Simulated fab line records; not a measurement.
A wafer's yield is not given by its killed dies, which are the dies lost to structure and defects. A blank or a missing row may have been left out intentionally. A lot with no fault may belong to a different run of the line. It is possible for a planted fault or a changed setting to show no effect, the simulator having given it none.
fab line records	flow ritCmos	part 1 of 2: steps 1 to 29 of 41
record lots=5	wafers=15	lastDay=7
route steps=202 shown PLDD@159 NLDD@160 SILICIDE@161 CONTACT@168 M1@184
lots that met no fault: taken from a fault-free run of the same line
startH: hours from the record's opening day to when the first of the lot's shown wafers began	waitH: hours elapsed since this lot's preceding step	" repeats the value in the row above	L1.1+2: one row covering several wafers at once	- no value, or no start given	* or withheld: withheld	< > ~ a bound
route shown NAME@n: a module of which the file shows steps, and the number in the route of the first	usual: mean/standard deviation taken from wafers without a fault	same: alike in all rows	chamber/n: place in a boat	sites: readings site by site	_std_site: their standard deviation	_edge_site: the outer-site mean with the inner-site mean subtracted	radiusMm: how far each site lies from the wafer's centre	mask NAME#n: copy n	behind: the most recent tool/chamber to have shaped the wafer	hold: why the lot was held/for how many hours/how that ended	device: the transistor (n, p or np) that didn't switch	end of line: tests of these same wafers at the route's end	where a step has no rows: the recipe by itself	killed: dies lost to structure and defects at the first sort, not the wafer's yield	map: per-die view of a wafer (x killed, . not killed, _ where there is no die)
set.NAME: the setting that was run; set.NAME@STEP: the one run at that earlier step	model.NAME: the simulator's own value behind a step, which no gauge read
certain route steps with their lots: each step a table, each wafer a row
services: the hour from which a tool's chamber was out of use, counted from the record's first day as startH (under 0 if before that day), plus the number of hours and why
## steps
# step RIT_SDANNEAL_RS_MEAS_06
# recipe thkMeasGauge=four-point-probe
# usual PLDD_RS=180.2/0.58
lot.wafer	tool	chamber	startH	waitH	PLDD_RS[ohm/sq]
L077.1	filmMetro-01	-	69.10	0.1	179.6
L077.3	"	-	"	"	179.8
L077.4	"	-	"	"	180.1
L088.1	filmMetro-01	-	123.36	0.1	180.5
L088.2	"	-	"	"	180.1
L088.3	"	-	"	"	180.8
L089.2	filmMetro-04	-	127.05	0.1	180.0
L089.4	"	-	"	"	180.2
L089.5	"	-	"	"	180.6
L094.3	filmMetro-03	-	151.94	0.1	180.2
L094.4	"	-	"	"	180.3
L094.5	"	-	"	"	180.2
L095.2	filmMetro-03	-	155.32	0.1	180.3
L095.4	"	-	"	"	180.7
L095.6	"	-	"	"	180.6
# step RIT_SDANNEAL_RS_MEAS_07
# recipe thkMeasGauge=four-point-probe
# usual NLDD_RS=151.7/0.59
lot.wafer	tool	chamber	startH	waitH	NLDD_RS[ohm/sq]
L077.1	filmMetro-01	-	69.22	0.1	151.7
L077.3	"	-	"	"	151.5
L077.4	"	-	"	"	151.3
L088.1	filmMetro-01	-	123.48	0.1	151.4
L088.2	"	-	"	"	151.2
L088.3	"	-	"	"	151.3
L089.2	filmMetro-04	-	127.17	0.1	151.2
L089.4	"	-	"	"	150.9
L089.5	"	-	"	"	151.3
L094.3	filmMetro-03	-	152.06	0.1	151.4
L094.4	"	-	"	"	151.2
L094.5	"	-	"	"	151.2
L095.2	filmMetro-03	-	155.44	0.1	151.4
L095.4	"	-	"	"	151.7
L095.6	"	-	"	"	151.8
# step RIT_SILICIDE_WET_ETCH_00
# recipe chemistry=BOE	target=SiO2	targetDepthNm=14	timeS=15	dry=n2Spin	dilution=10:1	tempC=21.5
# same timeS=15
lot.wafer	tool	chamber	startH	waitH
L077.1+3+4	wetBench-03	0	69.34	0.1
L088.1+2+3	wetBench-03	1	123.60	0.1
L089.2+4+5	wetBench-02	1	127.27	0.1
L094.3+4+5	wetBench-04	0	152.14	0.1
L095.2+4+6	wetBench-03	2	155.54	0.1
# step RIT_SILICIDE_SPUTTER_01
# recipe material=Ti	targetThkNm=30	powerW=350	chamberPressurePa=0.667	gas=Ar	timeS=240	substrateTempC=25
# usual throttleValvePct=30.3/0.63
# same timeS=240
lot.wafer	tool	chamber	startH	waitH	throttleValvePct
L077.1	pvdSputter-01	-	69.36	0.0	30.0
L077.3	"	-	"	"	29.3
L077.4	"	-	"	"	29.5
L088.1	pvdSputter-02	-	123.61	0.0	31.2
L088.2	"	-	"	"	30.4
L088.3	"	-	"	"	29.9
L089.2	pvdSputter-01	-	127.28	0.0	30.0
L089.4	"	-	"	"	31.2
L089.5	"	-	"	"	29.8
L094.3	pvdSputter-02	-	152.15	0.0	30.0
L094.4	"	-	"	"	31.0
L094.5	"	-	"	"	30.2
L095.2	pvdSputter-01	-	155.55	0.0	29.3
L095.4	"	-	"	"	29.5
L095.6	"	-	"	"	31.2
# step RIT_SILICIDE_RS_MEAS_02
# recipe thkMeasGauge=four-point-probe	reads=Ti_of_SILICIDE_SPUTTER_01
# usual SILICIDE_TI_RS=47.6/0.62
lot.wafer	tool	chamber	startH	waitH	SILICIDE_TI_RS[ohm/sq]
L077.1	filmMetro-02	-	69.51	0.1	47.1
L077.3	"	-	"	"	47.5
L077.4	"	-	"	"	46.8
L088.1	filmMetro-03	-	123.76	0.1	47.6
L088.2	"	-	"	"	47.9
L088.3	"	-	"	"	46.7
L089.2	filmMetro-02	-	127.45	0.1	46.8
L089.4	"	-	"	"	47.4
L089.5	"	-	"	"	47.6
L094.3	filmMetro-01	-	152.34	0.1	49.0
L094.4	"	-	"	"	49.3
L094.5	"	-	"	"	48.6
L095.2	filmMetro-01	-	155.72	0.1	48.0
L095.4	"	-	"	"	47.6
L095.6	"	-	"	"	47.0
# step RIT_SILICIDE_THK_MEAS_03
# recipe thkMeasGauge=xrf	reads=Ti_of_SILICIDE_SPUTTER_01
# usual SILICIDE_TI_THK=29.7/0.32
lot.wafer	tool	chamber	startH	waitH	SILICIDE_TI_THK[nm]
L077.1	filmMetro-02	-	69.63	0.1	29.9
L077.3	"	-	"	"	29.7
L077.4	"	-	"	"	30.0
L088.1	filmMetro-03	-	123.88	0.1	29.8
L088.2	"	-	"	"	29.6
L088.3	"	-	"	"	30.2
L089.2	filmMetro-02	-	127.56	0.1	29.8
L089.4	"	-	"	"	29.7
L089.5	"	-	"	"	29.6
L094.3	filmMetro-01	-	152.44	0.1	29.1
L094.4	"	-	"	"	29.0
L094.5	"	-	"	"	29.2
L095.2	filmMetro-01	-	155.83	0.1	29.7
L095.4	"	-	"	"	29.9
L095.6	"	-	"	"	30.1
# step RIT_SILICIDE_RTA_04
# recipe tempC=650	timeS=10	idleTempC=25	rampUpS=5	rampDownS=5	coolToC=25	ambient=N2
# usual chamberO2Ppm=1.999/0.025	wafer_temp_C_max=653.6/1.7
# same timeS=10
lot.wafer	tool	chamber	startH	waitH	chamberO2Ppm	wafer_temp_C_max
L077.1	rtpAnneal-02	0	69.69	0.1	2.005	655.2
L077.3	"	0	"	"	1.995	656.0
L077.4	"	0	"	"	1.977	655.5
L088.1	rtpAnneal-01	0	123.94	0.1	2.006	652.5
L088.2	"	0	"	"	1.994	652.3
L088.3	"	0	"	"	2.006	652.3
L089.2	rtpAnneal-02	0	127.62	0.1	2.005	654.7
L089.4	"	0	"	"	2.011	655.3
L089.5	"	0	"	"	2.025	653.8
L094.3	rtpAnneal-01	0	152.50	0.1	1.985	652.8
L094.4	"	0	"	"	1.961	652.4
L094.5	"	0	"	"	1.976	652.1
L095.2	rtpAnneal-02	0	155.89	0.1	2.023	653.7
L095.4	"	0	"	"	1.981	654.2
L095.6	"	0	"	"	2.025	654.6
# step RIT_SILICIDE_WET_ETCH_05
# recipe chemistry=SPM	target=Ti	tempC=90	timeS=120	dry=n2Spin
# same timeS=120
lot.wafer	tool	chamber	startH	waitH
L077.1+3+4	wetBench-04	1	69.75	0.1
L088.1+2+3	wetBench-03	0	124.01	0.1
L089.2+4+5	wetBench-02	3	127.68	0.0
L094.3+4+5	wetBench-02	2	152.55	0.0
L095.2+4+6	wetBench-04	1	155.95	0.0
# step RIT_SILICIDE_RTA_06
# recipe tempC=750	timeS=10	idleTempC=25	rampUpS=5	rampDownS=10	coolToC=25	ambient=N2
# usual chamberO2Ppm=1.992/0.027	wafer_temp_C_max=754.1/1.9
# same timeS=10
lot.wafer	tool	chamber	startH	waitH	chamberO2Ppm	wafer_temp_C_max
L077.1	rtpAnneal-01	0	69.80	0.0	1.958	752.2
L077.3	"	0	"	"	1.978	751.3
L077.4	"	0	"	"	2.006	751.5
L088.1	rtpAnneal-02	0	124.05	0.0	1.982	756.1
L088.2	"	0	"	"	1.989	756.3
L088.3	"	0	"	"	1.979	756.5
L089.2	rtpAnneal-01	0	127.74	0.0	2.014	752.5
L089.4	"	0	"	"	2.033	751.3
L089.5	"	0	"	"	1.946	751.7
L094.3	rtpAnneal-02	0	152.61	0.0	1.983	757.9
L094.4	"	0	"	"	2.022	755.5
L094.5	"	0	"	"	1.994	755.7
L095.2	rtpAnneal-01	0	156.00	0.0	2.035	753.1
L095.4	"	0	"	"	2.017	752.4
L095.6	"	0	"	"	2.013	752.2
# step RIT_CONTACT_CVD_00
# recipe material=SiO2	targetThkNm=400	precursor=TEOS	tempC=390	timeS=61	rfW=400
# usual heaterPowerW=342/69
# same timeS=61
lot.wafer	tool	chamber	startH	waitH	heaterPowerW
L077.1	pecvd-03	1	69.87	0.1	229
L077.3	"	0	"	"	399
L077.4	"	1	"	"	242
L088.1	pecvd-03	2	124.12	0.1	422
L088.2	"	1	"	"	271
L088.3	"	0	"	"	349
L089.2	pecvd-02	1	127.79	0.0	364
L089.4	"	1	"	"	368
L089.5	"	0	"	"	359
L094.3	pecvd-03	2	152.66	0.0	458
L094.4	"	0	"	"	390
L094.5	"	1	"	"	281
L095.2	pecvd-02	0	156.05	0.0	444
L095.4	"	0	"	"	445
L095.6	"	1	"	"	287
# step RIT_CONTACT_THK_MEAS_01
# recipe reads=SiO2_of_CONTACT_CVD_00
# usual CONTACT_TEOS_THK=402/4.9
lot.wafer	tool	chamber	startH	waitH	CONTACT_TEOS_THK[nm]
L077.1	filmMetro-04	-	69.92	0.0	397
L077.3	"	-	"	"	401
L077.4	"	-	"	"	410
L088.1	filmMetro-01	-	124.17	0.0	398
L088.2	"	-	"	"	397
L088.3	"	-	"	"	395
L089.2	filmMetro-01	-	127.88	0.1	393
L089.4	"	-	"	"	401
L089.5	"	-	"	"	407
L094.3	filmMetro-01	-	152.73	0.0	393
L094.4	"	-	"	"	399
L094.5	"	-	"	"	398
L095.2	filmMetro-04	-	156.14	0.1	400
L095.4	"	-	"	"	405
L095.6	"	-	"	"	401
# step RIT_CONTACT_HMDS_02
# recipe primeTimeS=60	primeTempC=140
lot.wafer	tool	chamber	startH	waitH
L077.1+3+4	lithoTrack-04	0	69.98	0.1
L088.1+2+3	lithoTrack-01	0	124.23	0.1
L089.2+4+5	lithoTrack-01	0	127.95	0.1
L094.3+4+5	lithoTrack-04	0	152.82	0.1
L095.2+4+6	lithoTrack-04	0	156.22	0.1
# step RIT_CONTACT_COAT_03
# recipe resist=NOVOLAK	spinRpm=3250	resistThkNm=1000
lot.wafer	tool	chamber	startH	waitH
L077.1+3+4	lithoTrack-04	0	70.13	0.1
L088.1+2+3	lithoTrack-01	0	124.38	0.1
L089.2+4+5	lithoTrack-01	0	128.10	0.1
L094.3+4+5	lithoTrack-04	0	152.97	0.1
L095.2+4+6	lithoTrack-04	0	156.37	0.1
# step RIT_CONTACT_SOFTBAKE_04
# recipe resist=NOVOLAK	tempC=90	timeS=62.23
# usual plateSensorTCentreC=90.968/0.011	plateSensorTEdgeC=91.021/0.0096
# same timeS=62.23
lot.wafer	tool	chamber	startH	waitH	plateSensorTCentreC	plateSensorTEdgeC
L077.1	lithoTrack-04	0	70.28	0.1	90.964	91.016
L077.3	"	0	"	"	90.956	91.012
L077.4	"	0	"	"	90.965	91.021
L088.1	lithoTrack-01	0	124.53	0.1	90.979	91.018
L088.2	"	0	"	"	90.961	91.023
L088.3	"	0	"	"	90.973	91.025
L089.2	lithoTrack-01	0	128.25	0.1	90.962	91.017
L089.4	"	0	"	"	90.974	91.011
L089.5	"	0	"	"	90.972	91.015
L094.3	lithoTrack-04	0	153.12	0.1	90.966	91.044
L094.4	"	0	"	"	90.973	91.011
L094.5	"	0	"	"	90.982	91.018
L095.2	lithoTrack-04	0	156.52	0.1	90.952	91.013
L095.4	"	0	"	"	90.981	91.018
L095.6	"	0	"	"	90.982	91.023
# step RIT_CONTACT_EXPOSE_05
# recipe maskId=M11	na=0.6	sourceShape=conventional	sigmaOuter=0.5	targetCdNm=1000	doseMj=250
# usual exposureDoseMJCm2=249.89/0.27
# same na=0.6
lot.wafer	tool	chamber	startH	waitH	mask	exposureDoseMJCm2
L077.1	ilineStepper-02	0	70.55	0.2	M11#0	249.43
L077.3	"	0	"	"	M11#0	249.48
L077.4	"	0	"	"	M11#0	249.49
L088.1	ilineStepper-02	0	124.81	0.2	M11#0	250.13
L088.2	"	0	"	"	M11#0	250.06
L088.3	"	0	"	"	M11#0	250.00
L089.2	ilineStepper-01	0	128.52	0.2	M11#0	249.92
L089.4	"	0	"	"	M11#0	249.93
L089.5	"	0	"	"	M11#0	249.76
L094.3	ilineStepper-02	0	153.26	0.1	M11#0	250.02
L094.4	"	0	"	"	M11#0	250.24
L094.5	"	0	"	"	M11#0	250.00
L095.2	ilineStepper-01	0	156.79	0.2	M11#0	250.37
L095.4	"	0	"	"	M11#0	249.99
L095.6	"	0	"	"	M11#0	249.99
# step RIT_CONTACT_PEB_06
# recipe resist=NOVOLAK	tempC=withheld	timeS=withheld
lot.wafer	tool	chamber	startH	waitH
L077.1+3+4	lithoTrack-04	0	70.67	0.1
L088.1+2+3	lithoTrack-01	0	125.00	0.2
L089.2+4+5	lithoTrack-04	0	128.64	0.1
L094.3+4+5	lithoTrack-04	0	153.38	0.1
L095.2+4+6	lithoTrack-01	0	156.91	0.1
# step RIT_CONTACT_DEVELOP_07
# recipe resist=NOVOLAK	developTimeS=120	devTempC=23
lot.wafer	tool	chamber	startH	waitH
L077.1+3+4	lithoTrack-04	0	-	-
L088.1+2+3	lithoTrack-01	0	-	-
L089.2+4+5	lithoTrack-04	0	-	-
L094.3+4+5	lithoTrack-04	0	-	-
L095.2+4+6	lithoTrack-01	0	-	-
# step RIT_CONTACT_CD_MEAS_08
# recipe targetCdNm=1000
# usual cdNm=1000.6/2.6
lot.wafer	tool	chamber	startH	waitH	cdNm
L077.1	cdSem-01	-	71.07	-	997.5
L077.3	"	-	"	"	1000.9
L077.4	"	-	"	"	998.8
L088.1	cdSem-02	-	125.40	-	1000.1
L088.2	"	-	"	"	1001.3
L088.3	"	-	"	"	1000.7
L089.2	cdSem-02	-	129.04	-	1006.2
L089.4	"	-	"	"	1004.6
L089.5	"	-	"	"	1005.7
L094.3	cdSem-01	-	153.77	-	1001.5
L094.4	"	-	"	"	1000.3
L094.5	"	-	"	"	1001.7
L095.2	cdSem-02	-	157.30	-	999.4
L095.4	"	-	"	"	999.2
L095.6	"	-	"	"	1000.4
# step RIT_CONTACT_OVL_MEAS_09
# usual CONTACT_OVL=0.8/1.3
lot.wafer	tool	chamber	startH	waitH	CONTACT_OVL[nm]
L077.1	overlay-02	-	71.19	0.1	0.8
L077.3	"	-	"	"	0.3
L077.4	"	-	"	"	-0.7
L088.1	overlay-01	-	125.52	0.1	-0.1
L088.2	"	-	"	"	0.0
L088.3	"	-	"	"	-1.0
L089.2	overlay-01	-	129.14	0.1	1.5
L089.4	"	-	"	"	1.0
L089.5	"	-	"	"	-0.8
L094.3	overlay-02	-	153.87	0.1	2.2
L094.4	"	-	"	"	0.1
L094.5	"	-	"	"	-0.4
L095.2	overlay-02	-	157.41	0.1	1.6
L095.4	"	-	"	"	0.8
L095.6	"	-	"	"	1.1
# step RIT_CONTACT_HARDBAKE_10
# recipe resist=NOVOLAK	tempC=140	timeS=60
# same timeS=60
lot.wafer	tool	chamber	startH	waitH
L077.1+3+4	lithoTrack-01	0	71.22	0.0
L088.1+2+3	lithoTrack-01	0	125.55	0.0
L089.2+4+5	lithoTrack-02	0	129.20	0.0
L094.3+4+5	lithoTrack-02	0	153.94	0.1
L095.2+4+6	lithoTrack-02	0	157.46	0.0
# step RIT_CONTACT_ETCH_11
# recipe targetDepthA=4800	overEtchFrac=0.2	stopOn=TiSi2	chemistry=CHF3/CF4/Ar	target=SiO2	CHF3_flow_sccm=50	cf4FlowSccm=10	Ar_flow_sccm=100	O2_flow_sccm=5	pressureMtorr=100	rfW=200	timeS=320
# usual drypumpMotorCurrentA=5.9/0.55	oesProductAu=0.998/0.015	throttleValvePct=8.84/0.14
# same timeS=320
lot.wafer	tool	chamber	startH	waitH	drypumpMotorCurrentA	oesProductAu	rfHoursCounterH	throttleValvePct
L077.1	rieDiel-03	1	71.37	0.1	6.5	1.016	6	8.65
L077.3	"	3	"	"	6.0	0.987	144	9.02
L077.4	"	2	"	"	4.9	0.986	81	8.62
L088.1	rieDiel-03	0	125.70	0.1	5.8	0.977	9	8.81
L088.2	"	1	"	"	6.5	1.012	7	8.66
L088.3	"	2	"	"	4.8	0.991	82	8.62
L089.2	rieDiel-01	2	129.32	0.1	5.5	1.023	78	8.69
L089.4	"	0	"	"	5.9	1.014	127	8.93
L089.5	"	3	"	"	6.5	0.994	-	8.88
L094.3	rieDiel-01	0	154.04	0.1	5.8	1.017	128	8.93
L094.4	"	2	"	"	5.5	1.026	79	8.69
L094.5	"	0	"	"	5.9	1.015	-	8.93
L095.2	rieDiel-03	0	157.59	0.1	5.8	0.982	9	8.80
L095.4	"	3	"	"	6.0	0.983	145	9.01
L095.6	"	3	"	"	6.1	0.992	-	9.02
# step RIT_CONTACT_STRIP_12
# recipe chemistry=O2	timeS=180	resist=NOVOLAK	platenTempC=withheld	powerW=500	pressureMtorr=4000	o2FlowSccm=4000
# usual drypumpMotorCurrentA=5.5/0.33
# same timeS=180
lot.wafer	tool	chamber	startH	waitH	drypumpMotorCurrentA	rfHoursCounterH
L077.1	plasmaAsher-03	0	71.57	0.1	5.7	32
L077.3	"	0	"	"	5.7	-
L077.4	"	1	"	"	5.6	-
L088.1	plasmaAsher-04	0	125.90	0.1	5.6	30
L088.2	"	1	"	"	5.4	30
L088.3	"	1	"	"	5.4	-
L089.2	plasmaAsher-03	0	129.52	0.1	5.7	39
L089.4	"	0	"	"	5.7	-
L089.5	"	1	"	"	5.6	-
L094.3	plasmaAsher-04	1	154.29	0.2	5.4	-
L094.4	"	0	"	"	5.6	-
L094.5	"	0	"	"	5.6	-
L095.2	plasmaAsher-01	0	157.78	0.1	5.8	56
L095.4	"	0	"	"	5.8	-
L095.6	"	0	"	"	5.9	-
# step RIT_CONTACT_CD_MEAS_90
# recipe targetCdNm=1000
# usual cdNm=1000.5/2.6
lot.wafer	tool	chamber	startH	waitH	cdNm
L077.1	cdSem-01	-	71.74	0.1	997.6
L077.3	"	-	"	"	1000.5
L077.4	"	-	"	"	998.7
L088.1	cdSem-01	-	126.07	0.1	999.8
L088.2	"	-	"	"	1000.5
L088.3	"	-	"	"	1000.3
L089.2	cdSem-02	-	129.71	0.1	1005.6
L089.4	"	-	"	"	1004.8
L089.5	"	-	"	"	1005.6
L094.3	cdSem-02	-	154.45	0.1	1001.6
L094.4	"	-	"	"	1000.0
L094.5	"	-	"	"	1001.9
L095.2	cdSem-02	-	157.98	0.1	999.5
L095.4	"	-	"	"	999.0
L095.6	"	-	"	"	999.9
# step RIT_CONTACT_CLEAN_13
# recipe chemistry=SC1	mix=3:3:50	timeS=600	tempC=75
# same timeS=600
lot.wafer	tool	chamber	startH	waitH
L077.1+3+4	wetBench-03	1	71.86	0.1
L088.1+2+3	wetBench-03	1	126.19	0.1
L089.2+4+5	wetBench-03	3	129.81	0.1
L094.3+4+5	wetBench-01	0	154.53	0.1
L095.2+4+6	wetBench-02	3	158.08	0.1
# step RIT_CONTACT_CLEAN_14
# recipe chemistry=SC2	mix=3:3:50	timeS=600	tempC=75	dry=n2Spin
# same timeS=600
lot.wafer	tool	chamber	startH	waitH
L077.1+3+4	wetBench-01	1	72.04	0.0
L088.1+2+3	wetBench-01	3	126.37	0.0
L089.2+4+5	wetBench-02	2	129.99	0.0
L094.3+4+5	wetBench-03	0	154.70	0.0
L095.2+4+6	wetBench-03	2	158.25	0.0
# step RIT_M1_SPUTTER_00
# recipe material=Al	targetThkNm=400	powerW=2000	chamberPressurePa=0.4	gas=Ar	timeS=475.9	substrateTempC=25
# usual throttleValvePct=30.0/0.89
# same timeS=475.9
lot.wafer	tool	chamber	startH	waitH	throttleValvePct
L077.1	pvdSputter-03	-	72.21	0.0	29.5
L077.3	"	-	"	"	28.7
L077.4	"	-	"	"	29.9
L088.1	pvdSputter-04	-	126.54	0.0	31.6
L088.2	"	-	"	"	31.0
L088.3	"	-	"	"	30.0
L089.2	pvdSputter-03	-	130.18	0.0	29.9
L089.4	"	-	"	"	29.4
L089.5	"	-	"	"	30.1
L094.3	pvdSputter-04	-	154.89	0.0	31.7
L094.4	"	-	"	"	30.9
L094.5	"	-	"	"	31.8
L095.2	pvdSputter-03	-	158.44	0.0	29.4
L095.4	"	-	"	"	28.7
L095.6	"	-	"	"	29.6
# step RIT_M1_RS_MEAS_01
# recipe thkMeasGauge=four-point-probe	reads=Al_of_M1_SPUTTER_00
# usual M1_AL_RS=0.0780/0.00096
lot.wafer	tool	chamber	startH	waitH	M1_AL_RS[ohm/sq]
L077.1	filmMetro-03	-	72.51	0.2	0.0783
L077.3	"	-	"	"	0.0782
L077.4	"	-	"	"	0.0768
L088.1	filmMetro-01	-	126.84	0.2	0.0775
L088.2	"	-	"	"	0.0782
L088.3	"	-	"	"	0.0780
L089.2	filmMetro-03	-	130.49	0.2	0.0769
L089.4	"	-	"	"	0.0773
L089.5	"	-	"	"	0.0767
L094.3	filmMetro-04	-	155.23	0.2	0.0789
L094.4	"	-	"	"	0.0784
L094.5	"	-	"	"	0.0791
L095.2	filmMetro-04	-	158.76	0.2	0.0782
L095.4	"	-	"	"	0.0794
L095.6	"	-	"	"	0.0785
# step RIT_M1_THK_MEAS_02
# recipe thkMeasGauge=xrf	reads=Al_of_M1_SPUTTER_00
# usual M1_AL_THK=381/4.7
lot.wafer	tool	chamber	startH	waitH	M1_AL_THK[nm]
L077.1	filmMetro-03	-	72.63	0.1	381
L077.3	"	-	"	"	381
L077.4	"	-	"	"	389
L088.1	filmMetro-01	-	126.96	0.1	384
L088.2	"	-	"	"	381
L088.3	"	-	"	"	381
L089.2	filmMetro-03	-	130.60	0.1	386
L089.4	"	-	"	"	384
L089.5	"	-	"	"	385
L094.3	filmMetro-04	-	155.33	0.1	379
L094.4	"	-	"	"	381
L094.5	"	-	"	"	375
L095.2	filmMetro-04	-	158.87	0.1	382
L095.4	"	-	"	"	376
L095.6	"	-	"	"	382
# step RIT_M1_HMDS_03
# recipe primeTimeS=60	primeTempC=140
lot.wafer	tool	chamber	startH	waitH
L077.1+3+4	lithoTrack-03	0	72.69	0.1
L088.1+2+3	lithoTrack-01	0	127.02	0.1
L089.2+4+5	lithoTrack-02	0	130.68	0.1
L094.3+4+5	lithoTrack-03	0	155.42	0.1
L095.2+4+6	lithoTrack-02	0	158.94	0.1
